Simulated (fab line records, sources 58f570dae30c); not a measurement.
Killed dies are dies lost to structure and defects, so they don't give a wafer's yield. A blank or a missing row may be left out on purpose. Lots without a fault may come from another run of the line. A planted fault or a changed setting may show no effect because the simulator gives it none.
Which tool did it? | flow berkeley_cmos170 | 7 lots, 21 wafers sampled, at 1 step of a route of 331

WHAT THE GAUGES READ, wafer by wafer
UCB170_V2_BOW_MEAS_03.
lot  | measured     | on            | V2_BOW (um)
L175 | day 9 09:48  | film_metro-03 | 43 34 42
L178 | day 10 02:30 | film_metro-03 | 37 47 40
L180 | day 10 12:02 | film_metro-03 | 41 28 37
L182 | day 11 02:32 | film_metro-03 | 52 40 41
L181 | day 11 03:07 | film_metro-03 | 29 34 36
L188 | day 12 14:51 | film_metro-01 | 32 37 43
L193 | day 14 00:16 | film_metro-01 | 37 38 49

WHICH TOOL RAN EACH LOT (tool, then ch and the chambers of the sampled wafers, then the start)
The record holds no process step before these readings.

THE ANSWER, worked out from the rows above alone
Rule: what is usual is taken from the lots themselves. Put in order of their means at a reading, lots are off if they are a third of the lots or fewer, leave a main group of 4 or more, and stand apart from it by a gap of 3 or more times the standard deviation of the main group's means; of several such gaps the widest counts. A main group whose means are all the same, to the digits that the tables above print for the reading, isn't used. A lot without any number at a reading at which 4 lots or more have one is off too. The other lots that the step has rows for count as sound.
No lot is off at any reading shown: from this, nothing can be told.

WHAT THE SIMULATOR HAD PUT IN
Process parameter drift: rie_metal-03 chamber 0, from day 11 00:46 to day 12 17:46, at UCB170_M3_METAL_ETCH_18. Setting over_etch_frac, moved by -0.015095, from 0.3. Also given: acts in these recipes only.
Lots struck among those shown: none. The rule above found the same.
